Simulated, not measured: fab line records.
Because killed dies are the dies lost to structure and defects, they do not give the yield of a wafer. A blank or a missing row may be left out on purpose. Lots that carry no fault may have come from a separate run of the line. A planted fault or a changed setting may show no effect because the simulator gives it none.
Lot-split experiment :: flow ritCmos :: route with 202 steps; 5 lots, 23 wafers read

ON THE SPLIT
At RIT_PSD_IMPLANT_08, the setting energyKev was moved away from the recipe's 27 on 10 of the 23 wafers read, by -4.5% to +3.8%. All remaining wafers had this setting at the recipe value.

FROM THE SPLIT TO THE READING: what the file shows between them, 4 steps
- RIT_SDANNEAL_CLEAN_00: cleans in SC1, time 600 s (also split here: timeS)
- RIT_SDANNEAL_CLEAN_01: cleans in dHF, time 30 s
- RIT_SDANNEAL_CLEAN_02: cleans in SC2, time 600 s
- RIT_SDANNEAL_RTA_03: time 5 s

THE READING
PSD_RS, in ohm/sq, at RIT_SDANNEAL_RS_MEAS_04 (measures by four-point-probe). Typical for fault-free wafers on this fab line: 115.88 ohm/sq, with standard deviation 0.3 ohm/sq.

wafer: L075.1
tool, chamber at the split: implanter-04, 0
energyKev as run: 27
against the recipe: recipe
PSD_RS, ohm/sq: 116.15
against lot-mates on the recipe: -

wafer: L075.2
tool, chamber at the split: implanter-04, 0
energyKev as run: 27
against the recipe: recipe
PSD_RS, ohm/sq: 116.49
against lot-mates on the recipe: -

wafer: L075.3
tool, chamber at the split: implanter-04, 0
energyKev as run: 27
against the recipe: recipe
PSD_RS, ohm/sq: 116.12
against lot-mates on the recipe: -

wafer: L075.4
tool, chamber at the split: implanter-04, 0
energyKev as run: 28.02
against the recipe: +3.8%
PSD_RS, ohm/sq: 114.13
against lot-mates on the recipe: -2.12

wafer: L075.6
tool, chamber at the split: implanter-04, 0
energyKev as run: 28.02
against the recipe: +3.8%
PSD_RS, ohm/sq: 113.91
against lot-mates on the recipe: -2.34

wafer: L076.1
tool, chamber at the split: implanter-01, 0
energyKev as run: 26.56
against the recipe: -1.6%
PSD_RS, ohm/sq: 116.70
against lot-mates on the recipe: +1.32

wafer: L076.2
tool, chamber at the split: implanter-01, 0
energyKev as run: 27
against the recipe: recipe
PSD_RS, ohm/sq: 115.32
against lot-mates on the recipe: -

wafer: L076.4
tool, chamber at the split: implanter-01, 0
energyKev as run: 26.56
against the recipe: -1.6%
PSD_RS, ohm/sq: 116.74
against lot-mates on the recipe: +1.36

wafer: L076.5
tool, chamber at the split: implanter-01, 0
energyKev as run: 26.56
against the recipe: -1.6%
PSD_RS, ohm/sq: 116.81
against lot-mates on the recipe: +1.43

wafer: L076.6
tool, chamber at the split: implanter-01, 0
energyKev as run: 27
against the recipe: recipe
PSD_RS, ohm/sq: 115.45
against lot-mates on the recipe: -

wafer: L081.1
tool, chamber at the split: implanter-04, 0
energyKev as run: 27
against the recipe: recipe
PSD_RS, ohm/sq: 115.84
against lot-mates on the recipe: -

wafer: L081.2
tool, chamber at the split: implanter-04, 0
energyKev as run: 25.85
against the recipe: -4.3%
PSD_RS, ohm/sq: 118.41
against lot-mates on the recipe: +2.66

wafer: L081.3
tool, chamber at the split: implanter-04, 0
energyKev as run: 25.85
against the recipe: -4.3%
PSD_RS, ohm/sq: 118.35
against lot-mates on the recipe: +2.60

wafer: L081.4
tool, chamber at the split: implanter-04, 0
energyKev as run: 25.85
against the recipe: -4.3%
PSD_RS, ohm/sq: 118.40
against lot-mates on the recipe: +2.65

wafer: L081.6
tool, chamber at the split: implanter-04, 0
energyKev as run: 27
against the recipe: recipe
PSD_RS, ohm/sq: 115.66
against lot-mates on the recipe: -

wafer: L083.1
tool, chamber at the split: implanter-01, 0
energyKev as run: 25.78
against the recipe: -4.5%
PSD_RS, ohm/sq: 118.68
against lot-mates on the recipe: +2.75

wafer: L083.3
tool, chamber at the split: implanter-01, 0
energyKev as run: 25.78
against the recipe: -4.5%
PSD_RS, ohm/sq: 118.29
against lot-mates on the recipe: +2.36

wafer: L083.4
tool, chamber at the split: implanter-01, 0
energyKev as run: 27
against the recipe: recipe
PSD_RS, ohm/sq: 115.78
against lot-mates on the recipe: -

wafer: L083.5
tool, chamber at the split: implanter-01, 0
energyKev as run: 27
against the recipe: recipe
PSD_RS, ohm/sq: 115.95
against lot-mates on the recipe: -

wafer: L083.6
tool, chamber at the split: implanter-01, 0
energyKev as run: 27
against the recipe: recipe
PSD_RS, ohm/sq: 116.06
against lot-mates on the recipe: -

wafer: L085.1
tool, chamber at the split: implanter-03, 0
energyKev as run: 27
against the recipe: recipe
PSD_RS, ohm/sq: 115.50
against lot-mates on the recipe: -

wafer: L085.2
tool, chamber at the split: implanter-03, 0
energyKev as run: 27
against the recipe: recipe
PSD_RS, ohm/sq: 116.00
against lot-mates on the recipe: -

wafer: L085.5
tool, chamber at the split: implanter-03, 0
energyKev as run: 27
against the recipe: recipe
PSD_RS, ohm/sq: 116.21
against lot-mates on the recipe: -

THE FIT
A straight line over all 23 wafers: PSD_RS changes by -0.554 ohm/sq for each +1% of energyKev; r = -0.98; the points scatter about the line by 0.28 ohm/sq.
The same after taking each lot's own level away (the mean of its wafers on the recipe; 23 wafers): -0.603 ohm/sq for each +1%; r = -0.99; scatter 0.22 ohm/sq.
The reading moves by 2.7 ohm/sq for the largest change in energyKev, on that fit.
The lots' own levels span 115.385 to 116.253 ohm/sq, that is 2.9 times the standard deviation above.
So the lot-to-lot level changes the slope little: the two slopes agree.
Check: for one of the wafers moved furthest among these (-4.5%), held out of the fit, the line's prediction against its lot-mates is +2.78 ohm/sq. Against them it came out at +2.75 ohm/sq.

THESE WAFERS: OTHER SPLITS
Note: prior to the reading, these wafers also went through further splits. Each is held against what the fit with the lots' levels taken away leaves over:
other split on the same wafers: RIT_GATE_EXPOSE_13 doseMj
wafers away from the commonest value: 7
r with PSD_RS (lot level and that fit taken away): -0.01

other split on the same wafers: RIT_NLDD_IMPLANT_08 doseCm2
wafers away from the commonest value: 11
r with PSD_RS (lot level and that fit taken away): -0.17

other split on the same wafers: RIT_SPACER_CVD_03 timeS
wafers away from the commonest value: 18
r with PSD_RS (lot level and that fit taken away): +0.48

other split on the same wafers: RIT_SDANNEAL_CLEAN_00 timeS
wafers away from the commonest value: 10
r with PSD_RS (lot level and that fit taken away): +0.17

THE WHOLE CHAIN: every reading that the file lists as answering this split, in the file's order
step: RIT_PSD_IMPLANT_08
what it does: 
reading: implant.rpNm (the simulator's own value, which no gauge read)
change (the file's fit): +0.173 nm for each +1% of the setting
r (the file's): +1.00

step: RIT_PSD_IMPLANT_08
what it does: 
reading: implant.drpNm (the simulator's own value, which no gauge read)
change (the file's fit): +0.0851 nm for each +1% of the setting
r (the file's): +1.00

step: RIT_SDANNEAL_RS_MEAS_04
what it does: measures by four-point-probe
reading: PSD_RS
change (the file's fit): -0.603 for each +1% of the setting
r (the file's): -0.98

THE FILE'S OWN FIT
PSD_RS changes by -0.603 ohm/sq for each +1% of energyKev, r = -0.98.
